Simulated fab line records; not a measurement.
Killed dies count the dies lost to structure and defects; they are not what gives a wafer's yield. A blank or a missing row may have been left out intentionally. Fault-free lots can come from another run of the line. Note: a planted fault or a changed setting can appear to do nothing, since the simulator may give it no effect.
fab line records | flow rit_cmos
record lots=7 | wafers=21 | last_day=8
route steps=202 shown GATE@77 FOX2@80 M1@202
lots untouched by any fault: they come from a run of this same line in which no faults occurred
start_h: start of the lot's first displayed wafer, in hours after the record's first day | wait_h: hours elapsed since this lot's preceding step | " identical to the entry in the row above | L1.1+2: several wafers, shown together as one row | - value missing, or start not given | * or withheld: withheld | < > ~ a bound
route shown NAME@n: NAME is a module with steps in the file, n the number in the route of the first one | usual: average and standard deviation across the fault-free wafers | same: alike in all rows | chamber/n: place in a boat | sites: per-site readings | _std_site: standard deviation of those values | _edge_site: the outer-site mean with the inner-site mean subtracted | radius_mm: for every site, how far away it sits from the centre of the wafer | mask NAME#n: copy n | behind: the last tool/chamber to shape the wafer | hold: why the lot was held/for how many hours/how that ended | device: the n, p or np transistor that did not switch | end of line: the route-end tests of the same wafers | a step without rows: its recipe alone | killed: the dies lost at the first sort to structure and to defects; this is not the yield of the wafer | map: shows each die of a wafer: x if killed, . if not, _ if none is there
set.NAME: the setting that was run; set.NAME@STEP: the one run at that earlier step | model.NAME: the simulator's own value behind a step, which no gauge read
lots at some steps of the route; a table a step, a row a wafer
services: a tool's chamber out of use, with start hour (start_h, from the record's first day; less than 0 if before it), hours out, and reason
## steps
# step RIT_GATE_CLEAN_02
# recipe chemistry=dHF | dilution=50:1 | time_s=30
# step RIT_GATE_CLEAN_03
# recipe chemistry=SC2 | mix=3:3:50 | time_s=600 | temp_c=75 | dry=n2_spin
# step RIT_GATE_CLEAN_04
# recipe chemistry=dHF | dilution=50:1 | time_s=60 | dry=n2_spin
# step RIT_FOX2_THK_MEAS_91
# recipe reads=SiO2_of_FOX2_OXIDATION_00
# usual FIELD_OXIDE_LEFT_2_THK=257/8.9
lot.wafer | tool          | chamber | start_h | wait_h | FIELD_OXIDE_LEFT_2_THK[nm]
L248.1    | film_metro-01 | -       | 46.02   | 0.0    | 262
L248.2    | "             | -       | "       | "      | 264
L248.6    | "             | -       | "       | "      | 265
L255.1    | film_metro-01 | -       | 85.85   | 0.0    | 268
L255.3    | "             | -       | "       | "      | 265
L255.6    | "             | -       | "       | "      | 264
L256.1    | film_metro-04 | -       | 90.27   | 0.0    | 248
L256.2    | "             | -       | "       | "      | 246
L256.6    | "             | -       | "       | "      | 247
L259.1    | film_metro-01 | -       | 103.79  | 0.0    | 247
L259.5    | "             | -       | "       | "      | 244
L259.6    | "             | -       | "       | "      | 250
L261.1    | film_metro-04 | -       | 111.68  | 0.0    | 249
L261.2    | "             | -       | "       | "      | 248
L261.3    | "             | -       | "       | "      | 250
L262.3    | film_metro-02 | -       | 118.15  | 0.0    | 267
L262.5    | "             | -       | "       | "      | 271
L262.6    | "             | -       | "       | "      | 263
L268.3    | film_metro-01 | -       | 145.94  | 0.0    | 260
L268.5    | "             | -       | "       | "      | 263
L268.6    | "             | -       | "       | "      | 263
# step RIT_GATE_OXIDATION_05
# recipe temp_c=900 | ambient=O2 | target_thk_a=30 | ox_time_s=270
# step RIT_GATE_ANNEAL_06
# recipe temp_c=900 | time_s=600 | ambient=N2O
# step RIT_GATE_THK_MEAS_07
# recipe reads=SiO2_of_GATE_OXIDATION_05
# usual GATE_OXIDE_THK=3.02/0.063
lot.wafer | tool          | chamber | start_h | wait_h | GATE_OXIDE_THK[nm]
L248.1    | film_metro-04 | -       | 53.19   | 0.0    | 3.05
L248.2    | "             | -       | "       | "      | 2.99
L248.6    | "             | -       | "       | "      | 3.00
L255.1    | film_metro-01 | -       | 90.95   | 0.0    | 2.94
L255.3    | "             | -       | "       | "      | 3.04
L255.6    | "             | -       | "       | "      | 3.01
L256.1    | film_metro-01 | -       | 94.44   | 0.0    | 3.09
L256.2    | "             | -       | "       | "      | 3.11
L256.6    | "             | -       | "       | "      | 3.09
L259.1    | film_metro-01 | -       | 107.70  | 0.0    | 3.04
L259.5    | "             | -       | "       | "      | 3.04
L259.6    | "             | -       | "       | "      | 3.10
L261.1    | film_metro-02 | -       | 115.47  | 0.0    | 2.96
L261.2    | "             | -       | "       | "      | 2.99
L261.3    | "             | -       | "       | "      | 2.95
L262.3    | film_metro-02 | -       | 123.37  | 0.0    | 3.06
L262.5    | "             | -       | "       | "      | 3.09
L262.6    | "             | -       | "       | "      | 3.09
L268.3    | film_metro-01 | -       | 153.81  | 0.0    | 3.02
L268.5    | "             | -       | "       | "      | 3.02
L268.6    | "             | -       | "       | "      | 3.03
# step RIT_GATE_CVD_08
# recipe material=poly-Si | target_thk_nm=250 | temp_c=610 | precursor=SiH4 | time_s=2220 | pressure_mtorr=300 | sih4_flow_sccm=96.9
# step RIT_GATE_THK_MEAS_09
# recipe reads=poly-Si_of_GATE_CVD_08
# usual GATE_POLY_THK=242.3/2.5
lot.wafer | tool          | chamber | start_h | wait_h | GATE_POLY_THK[nm]
L248.1    | film_metro-02 | -       | 54.87   | 0.0    | 241.7
L248.2    | "             | -       | "       | "      | 242.6
L248.6    | "             | -       | "       | "      | 241.0
L255.1    | film_metro-01 | -       | 92.62   | 0.0    | 245.7
L255.3    | "             | -       | "       | "      | 244.6
L255.6    | "             | -       | "       | "      | 243.6
L256.1    | film_metro-02 | -       | 96.12   | 0.0    | 239.8
L256.2    | "             | -       | "       | "      | 242.0
L256.6    | "             | -       | "       | "      | 241.4
L259.1    | film_metro-02 | -       | 109.38  | 0.0    | 240.4
L259.5    | "             | -       | "       | "      | 238.1
L259.6    | "             | -       | "       | "      | 237.6
L261.1    | film_metro-04 | -       | 117.15  | 0.0    | 237.8
L261.2    | "             | -       | "       | "      | 238.6
L261.3    | "             | -       | "       | "      | 237.5
L262.3    | film_metro-02 | -       | 125.05  | 0.0    | 244.9
L262.5    | "             | -       | "       | "      | 241.8
L262.6    | "             | -       | "       | "      | 245.2
L268.3    | film_metro-04 | -       | 155.48  | 0.0    | 242.4
L268.5    | "             | -       | "       | "      | 242.9
L268.6    | "             | -       | "       | "      | 244.3
# step RIT_GATE_HMDS_10
# recipe prime_time_s=60 | prime_temp_c=140
# step RIT_GATE_COAT_11
# recipe resist=NOVOLAK | spin_rpm=4250 | resist_thk_nm=850
# step RIT_GATE_SOFTBAKE_12
# recipe resist=NOVOLAK | temp_c=90 | time_s=60
# step RIT_GATE_EXPOSE_13
# recipe mask_id=M6 | na=0.6 | source_shape=conventional | sigma_outer=0.6 | target_cd_nm=150 | dose_mj=388.2
lot.wafer  | tool             | chamber | start_h | wait_h | mask | model.GATE.overlay_x_nm
L248.1+2+6 | iline_stepper-02 | 0       | 55.38   | 0.1    | M6#0 | 0.8473
L255.1+3+6 | iline_stepper-01 | 0       | 93.25   | 0.1    | M6#0 | 1.239
L256.1+2+6 | iline_stepper-02 | 0       | 96.76   | 0.2    | M6#0 | 0.03835
L259.1+5+6 | iline_stepper-01 | 0       | 110.17  | 0.1    | M6#0 | 129.9
L261.1+2+3 | iline_stepper-01 | 0       | 117.92  | 0.2    | M6#0 | 129.8
L262.3+5+6 | iline_stepper-01 | 0       | 125.58  | 0.1    | M6#0 | 130.4
L268.3+5+6 | iline_stepper-02 | 0       | 156.14  | 0.2    | M6#0 | 0.388
# step RIT_GATE_PEB_14
# recipe resist=NOVOLAK | temp_c=withheld | time_s=withheld
# step RIT_GATE_DEVELOP_15
# recipe resist=NOVOLAK | develop_time_s=50 | dev_temp_c=23
# step RIT_GATE_CD_MEAS_16
# recipe target_cd_nm=150
# usual cd_nm=149.5/2.3
lot.wafer | tool      | chamber | start_h | wait_h | cd_nm
L248.1    | cd_sem-01 | -       | 55.78   | -      | 149.3
L248.2    | "         | -       | "       | "      | 152.5
L248.6    | "         | -       | "       | "      | 150.8
L255.1    | cd_sem-02 | -       | 93.70   | -      | 149.8
L255.3    | "         | -       | "       | "      | 149.9
L255.6    | "         | -       | "       | "      | 149.6
L256.1    | cd_sem-01 | -       | 97.16   | -      | 147.8
L256.2    | "         | -       | "       | "      | 149.0
L256.6    | "         | -       | "       | "      | 147.5
L259.1    | cd_sem-01 | -       | 110.57  | -      | 149.0
L259.5    | "         | -       | "       | "      | 147.9
L259.6    | "         | -       | "       | "      | 147.3
L261.1    | cd_sem-01 | -       | 118.32  | -      | 148.5
L261.2    | "         | -       | "       | "      | 152.6
L261.3    | "         | -       | "       | "      | 151.2
L262.3    | cd_sem-01 | -       | 125.98  | -      | 151.9
L262.5    | "         | -       | "       | "      | 152.7
L262.6    | "         | -       | "       | "      | 153.6
L268.3    | cd_sem-02 | -       | 156.54  | -      | 151.5
L268.5    | "         | -       | "       | "      | 153.1
L268.6    | "         | -       | "       | "      | 153.2
# step RIT_GATE_OVL_MEAS_17
# usual GATE_OVL=-0.9/1.2
lot.wafer | tool       | chamber | start_h | wait_h | GATE_OVL[nm]
L248.1    | overlay-01 | -       | 55.90   | 0.1    | 0.7
L248.2    | "          | -       | "       | "      | 0.9
L248.6    | "          | -       | "       | "      | 0.2
L255.1    | overlay-01 | -       | 93.82   | 0.1    | 0.0
L255.3    | "          | -       | "       | "      | -0.4
L255.6    | "          | -       | "       | "      | -1.3
L256.1    | overlay-02 | -       | 97.28   | 0.1    | -2.0
L256.2    | "          | -       | "       | "      | -3.1
L256.6    | "          | -       | "       | "      | -2.4
L259.1    | overlay-01 | -       | 110.69  | 0.1    | 129.9
L259.5    | "          | -       | "       | "      | 128.1
L259.6    | "          | -       | "       | "      | 127.8
L261.1    | overlay-02 | -       | 118.44  | 0.1    | 128.6
L261.2    | "          | -       | "       | "      | 128.5
L261.3    | "          | -       | "       | "      | 129.3
L262.3    | overlay-02 | -       | 126.07  | 0.1    | 128.7
L262.5    | "          | -       | "       | "      | 129.3
L262.6    | "          | -       | "       | "      | 129.9
L268.3    | overlay-02 | -       | 156.63  | 0.1    | -1.0
L268.5    | "          | -       | "       | "      | 0.2
L268.6    | "          | -       | "       | "      | -0.8
# step RIT_GATE_HARDBAKE_18
# recipe resist=NOVOLAK | temp_c=140 | time_s=60
# step RIT_M1_PROBE_99
# usual killed_at_front_end=7.5/2.8 | killed_dies=7.6/2.9 | killed_open=3.7/2 | killed_short=3.8/2
# same gross_dies=264 | killed_at_M0_to_M3=0 | killed_at_M4_up=0 | killed_at_back_side=0 | killed_at_contacts=0 | killed_at_other=0
lot.wafer | tool      | chamber | start_h | wait_h | killed_at_front_end | killed_dies | killed_open | killed_short | model.etest.pldd.width_nm | model.etest.nldd.width_nm | model.etest.select_edge_diode_p.leak_log10_a | model.etest.select_edge_diode_n.leak_log10_a | model.etest.gate_end_array.leak_log10_a_um
L248.1    | prober-01 | -       | 77.90   | 0.1    | 6                   | 6           | 3           | 3            | 3123                      | 3108                      | -10.13                                       | -9.789                                       | -12.92
L248.2    | prober-01 | -       | 77.95   | 0.1    | 5                   | 5           | 3           | 2            | 3123                      | 3118                      | -10.45                                       | -10.02                                       | -12.74
L248.6    | prober-01 | -       | 78.15   | 0.2    | 4                   | 4           | 3           | 1            | 3112                      | 3118                      | -10.48                                       | -9.736                                       | -12.75
L255.1    | prober-02 | -       | 115.30  | 0.1    | 11                  | 11          | 6           | 5            | 3150                      | 3144                      | -10.34                                       | -9.524                                       | -12.95
L255.3    | prober-02 | -       | 115.40  | 0.2    | 10                  | 10          | 5           | 5            | 3152                      | 3137                      | -10.43                                       | -9.97                                        | -12.9
L255.6    | prober-02 | -       | 115.55  | 0.2    | 13                  | 13          | 5           | 8            | 3132                      | 3167                      | -10.37                                       | -9.953                                       | -13.18
L256.1    | prober-01 | -       | 119.29  | 0.1    | 6                   | 6           | 2           | 4            | 3174                      | 3173                      | -10.53                                       | -9.805                                       | -12.91
L256.2    | prober-01 | -       | 119.34  | 0.1    | 5                   | 5           | 2           | 3            | 3172                      | 3173                      | -10.39                                       | -9.603                                       | -12.7
L256.6    | prober-01 | -       | 119.54  | 0.2    | 7                   | 7           | 4           | 3            | 3189                      | 3169                      | -10.19                                       | -9.601                                       | -12.89
L259.1    | prober-02 | -       | 134.08  | 0.1    | 3                   | 3           | 0           | 3            | 3115                      | 3111                      | -8.749                                       | -8.209                                       | -12.25
L259.5    | prober-02 | -       | 134.28  | 0.2    | 11                  | 11          | 5           | 6            | 3122                      | 3121                      | -8.238                                       | -7.767                                       | -12.36
L259.6    | prober-02 | -       | 134.33  | 0.2    | 7                   | 7           | 5           | 2            | 3140                      | 3124                      | -8.211                                       | -7.759                                       | -12.25
L261.1    | prober-01 | -       | 141.14  | 0.1    | 3                   | 3           | 2           | 1            | 3110                      | 3106                      | -8.643                                       | -8.217                                       | -12.32
L261.2    | prober-01 | -       | 141.19  | 0.1    | 6                   | 6           | 5           | 1            | 3132                      | 3120                      | -8.665                                       | -8.393                                       | -12.36
L261.3    | prober-01 | -       | 141.24  | 0.2    | 0                   | 0           | 0           | 0            | 3102                      | 3129                      | -8.266                                       | -7.949                                       | -12.41
L262.3    | prober-02 | -       | 146.17  | 0.2    | 8                   | 8           | 4           | 4            | 3102                      | 3120                      | -8.929                                       | -8.458                                       | -12.39
L262.5    | prober-02 | -       | 146.27  | 0.2    | 12                  | 12          | 8           | 4            | 3105                      | 3116                      | -8.575                                       | -7.816                                       | -12.29
L262.6    | prober-02 | -       | 146.32  | 0.2    | 16                  | 16          | 10          | 6            | 3121                      | 3126                      | -8.487                                       | -7.899                                       | -12.34
L268.3    | prober-02 | -       | 180.73  | 0.2    | 10                  | 10          | 5           | 5            | 3132                      | 3138                      | -10.61                                       | -9.817                                       | -13.12
L268.5    | prober-02 | -       | 180.83  | 0.2    | 8                   | 8           | 1           | 7            | 3140                      | 3139                      | -10.61                                       | -10.06                                       | -13.07
L268.6    | prober-02 | -       | 180.88  | 0.2    | 13                  | 13          | 7           | 6            | 3130                      | 3135                      | -10.12                                       | -9.77                                        | -13.04
# killed by level:class
L248.1 FOX2:geometric_particle:open=1 GATE:geometric_particle:open=1 GATE:geometric_particle:short=1 REOX:geometric_particle:short=1 SPACER:geometric_particle:open=1 SILICIDE:geometric_particle:short=1
L248.2 FOX1:geometric_particle:open=1 GATE:geometric_particle:open=1 SPACER:geometric_particle:short=1 SPACER:geometric_particle:open=1 SILICIDE:geometric_particle:short=1
L248.6 GATE:geometric_particle:open=2 SILICIDE:geometric_particle:short=1 SILICIDE:geometric_particle:open=1
L255.1 REOX:geometric_particle:open=4 GATE:geometric_particle:short=2 ACTIVE:geometric_particle:short=1 GATE:geometric_particle:open=1 REOX:geometric_particle:short=1 SPACER:geometric_particle:open=1 SILICIDE:geometric_particle:short=1
L255.3 REOX:geometric_particle:short=2 SILICIDE:geometric_particle:open=2 FOX1:geometric_particle:open=1 FOX2:geometric_particle:short=1 REOX:geometric_particle:open=1 SPACER:geometric_particle:open=1 SPACER:geometric_particle:short=1 SILICIDE:geometric_particle:short=1
L255.6 GATE:geometric_particle:short=4 REOX:geometric_particle:open=2 SILICIDE:geometric_particle:open=2 SILICIDE:geometric_particle:short=2 FOX2:geometric_particle:short=1 REOX:geometric_particle:short=1 SPACER:geometric_particle:open=1
L256.1 GATE:geometric_particle:open=2 REOX:geometric_particle:short=2 GATE:geometric_particle:short=1 SPACER:geometric_particle:short=1
L256.2 GATE:geometric_particle:open=1 REOX:geometric_particle:short=1 SPACER:geometric_particle:short=1 SILICIDE:geometric_particle:short=1 SILICIDE:geometric_particle:open=1
L256.6 FOX1:geometric_particle:short=1 FOX2:geometric_particle:open=1 SPACER:geometric_particle:open=1 REOX:geometric_particle:open=1 SPACER:geometric_particle:short=1 SILICIDE:geometric_particle:short=1 SILICIDE:geometric_particle:open=1
L259.1 FOX1:geometric_particle:short=2 GATE:geometric_particle:short=1
L259.5 FOX2:geometric_particle:short=2 GATE:geometric_particle:open=2 SPACER:geometric_particle:open=2 SILICIDE:geometric_particle:short=2 FOX1:geometric_particle:open=1 GATE:geometric_particle:short=1 REOX:geometric_particle:short=1
L259.6 GATE:geometric_particle:open=3 FOX1:geometric_particle:short=1 FOX1:geometric_particle:open=1 REOX:geometric_particle:short=1 SILICIDE:geometric_particle:open=1
L261.1 GATE:geometric_particle:open=2 REOX:geometric_particle:short=1
L261.2 REOX:geometric_particle:open=2 SPACER:geometric_particle:open=2 GATE:geometric_particle:open=1 SPACER:geometric_particle:short=1
L261.3
L262.3 GATE:geometric_particle:short=3 GATE:geometric_particle:open=2 FOX1:geometric_particle:open=1 SPACER:geometric_particle:open=1 SILICIDE:geometric_particle:short=1
L262.5 REOX:geometric_particle:open=4 GATE:geometric_particle:short=3 GATE:geometric_particle:open=2 FOX2:geometric_particle:open=1 REOX:geometric_particle:short=1 SPACER:geometric_particle:open=1
L262.6 GATE:geometric_particle:open=6 SPACER:geometric_particle:open=3 FOX1:geometric_particle:short=2 FOX2:geometric_particle:short=2 FOX2:geometric_particle:open=1 GATE:geometric_particle:short=1 SPACER:geometric_particle:short=1
L268.3 FOX1:geometric_particle:open=3 GATE:geometric_particle:short=3 GATE:geometric_particle:open=2 FOX2:geometric_particle:short=1 SPACER:geometric_particle:short=1
L268.5 GATE:geometric_particle:short=4 SPACER:geometric_particle:short=2 GATE:geometric_particle:open=1 REOX:geometric_particle:short=1
L268.6 GATE:geometric_particle:short=3 FOX1:geometric_particle:open=2 GATE:geometric_particle:open=2 SPACER:geometric_particle:open=2 ACTIVE:geometric_particle:open=1 FOX2:geometric_particle:short=1 REOX:geometric_particle:short=1 SPACER:geometric_particle:short=1
## services
tool             | chamber | start_h | hours | kind
iline_stepper-02 | -       | 49.40   | 1.7   | pm
iline_stepper-01 | -       | 53.14   | 1.7   | pm
iline_stepper-02 | -       | 114.79  | 28.9  | pm
## key
first_sign step=RIT_GATE_OVL_MEAS_17 | reading=GATE_OVL | direction=up | sigmas=99+ | usual=-0.9 | struck=128.9
effect none on later readings
model_effect step=RIT_GATE_EXPOSE_13 | value=GATE.overlay_x_nm | without=0.05439 | struck=130.1
model_effect step=RIT_M1_PROBE_99 | value=etest.pldd.width_nm | without=3160 | struck=3117
met_at RIT_GATE_EXPOSE_13
struck_wafers L259.1,L259.5,L259.6,L261.1,L261.2,L261.3,L262.3,L262.5,L262.6
tester_left_out L259,L261,L262
onset_between 93.25 110.17
fault kind=scanner_matching_overlay | tool=iline_stepper-01 | chamber=- | onset_h=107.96 | steps=RIT_GATE_EXPOSE_13 | offset=130
# tester_left_out: of these lots the tester's yield and bins aren't shown, on N5 and GAA mostly nor the transistor test; their killed dies are dies lost to structure and defects alone, not to doping, threshold or leakage, so they don't give the yield
